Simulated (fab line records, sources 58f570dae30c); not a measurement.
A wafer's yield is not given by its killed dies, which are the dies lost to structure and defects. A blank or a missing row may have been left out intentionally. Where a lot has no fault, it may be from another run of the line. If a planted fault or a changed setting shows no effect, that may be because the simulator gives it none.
Chamber matching || flow berkeley cmos170 || UCB170_V2_CVD_00 on pecvd-04 has 3 sister chambers
The step deposits SiO2 from TEOS/O2, target thk 2000 nm, time 250 s. 14 wafers are shown with their chamber, then 7 later ones without.

EACH WAFER AND ITS CHAMBER
{"wafer": "L147.3", "chamber": 1, "heater power w (W)": 274, "rf fwd power W (W)": 549.3}
{"wafer": "L147.4", "chamber": 1, "heater power w (W)": 221, "rf fwd power W (W)": 548.5}
{"wafer": "L147.6", "chamber": 2, "heater power w (W)": 204, "rf fwd power W (W)": 549.7}
{"wafer": "L152.1", "chamber": 1, "heater power w (W)": 289, "rf fwd power W (W)": 548.1}
{"wafer": "L152.5", "chamber": 0, "heater power w (W)": 201, "rf fwd power W (W)": 549.5}
{"wafer": "L152.6", "chamber": 1, "heater power w (W)": 215, "rf fwd power W (W)": 548.0}
{"wafer": "L150.2", "chamber": 1, "heater power w (W)": 293, "rf fwd power W (W)": 545.8}
{"wafer": "L150.3", "chamber": 2, "heater power w (W)": 239, "rf fwd power W (W)": 548.7}
{"wafer": "L150.6", "chamber": 1, "heater power w (W)": 216, "rf fwd power W (W)": 548.3}
{"wafer": "L149.3", "chamber": 0, "heater power w (W)": 226, "rf fwd power W (W)": 546.6}
{"wafer": "L149.4", "chamber": 0, "heater power w (W)": 282, "rf fwd power W (W)": 548.9}
{"wafer": "L149.6", "chamber": 1, "heater power w (W)": 215, "rf fwd power W (W)": 549.1}
{"wafer": "L157.1", "chamber": 1, "heater power w (W)": 306, "rf fwd power W (W)": 549.7}
{"wafer": "L157.2", "chamber": 0, "heater power w (W)": 213, "rf fwd power W (W)": 549.4}

SIGNATURES (means of the wafers above)
{"reading": "heater power w", "chamber 0": 230.50, "chamber 1": 253.62, "chamber 2": 221.50, "scatter within a chamber": 38}
{"reading": "rf fwd power W", "chamber 0": 548.600, "chamber 1": 548.350, "chamber 2": 549.200, "scatter within a chamber": 1.21}
Rule: a wafer lies at a distance from a chamber equal to the root of the sum of squares, over the readings, of (its reading less the chamber's mean, divided by the reading's scatter). If the next closest chamber is less than 2 further off than the closest, the wafer can't be placed; otherwise it belongs to the closest. The scatter: take each reading less its chamber's mean, square it, sum over the shown wafers, divide by the number of wafers less the number of chambers, and take the root.

WAFERS WITH NO CHAMBER GIVEN
{"wafer": "L157.3", "heater power w (W)": 288, "rf fwd power W (W)": 550.5}
{"wafer": "L159.1", "heater power w (W)": 306, "rf fwd power W (W)": 549.1}
{"wafer": "L159.3", "heater power w (W)": 288, "rf fwd power W (W)": 546.5}
{"wafer": "L159.4", "heater power w (W)": 215, "rf fwd power W (W)": 548.6}
{"wafer": "L164.3", "heater power w (W)": 247, "rf fwd power W (W)": 550.3}
{"wafer": "L164.4", "heater power w (W)": 297, "rf fwd power W (W)": 551.1}
{"wafer": "L164.6", "heater power w (W)": 220, "rf fwd power W (W)": 548.5}

WHICH CHAMBER EACH ONE RAN IN
{"wafer": "L157.3", "from the rows above": "can't be placed: 1 or 2 or 0", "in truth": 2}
{"wafer": "L159.1", "from the rows above": "can't be placed: 1 or 0 or 2", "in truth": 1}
{"wafer": "L159.3", "from the rows above": "can't be placed: 1 or 0 or 2", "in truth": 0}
{"wafer": "L159.4", "from the rows above": "can't be placed: 0 or 2 or 1", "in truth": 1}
{"wafer": "L164.3", "from the rows above": "can't be placed: 2 or 0 or 1", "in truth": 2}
{"wafer": "L164.4", "from the rows above": "can't be placed: 2 or 1 or 0", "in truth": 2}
{"wafer": "L164.6", "from the rows above": "can't be placed: 0 or 2 or 1", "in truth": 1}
Placed correctly: 0 of 7. From these rows, 7 cannot be placed; in 7 the true chamber is one of the candidates. 0 placed wrongly.
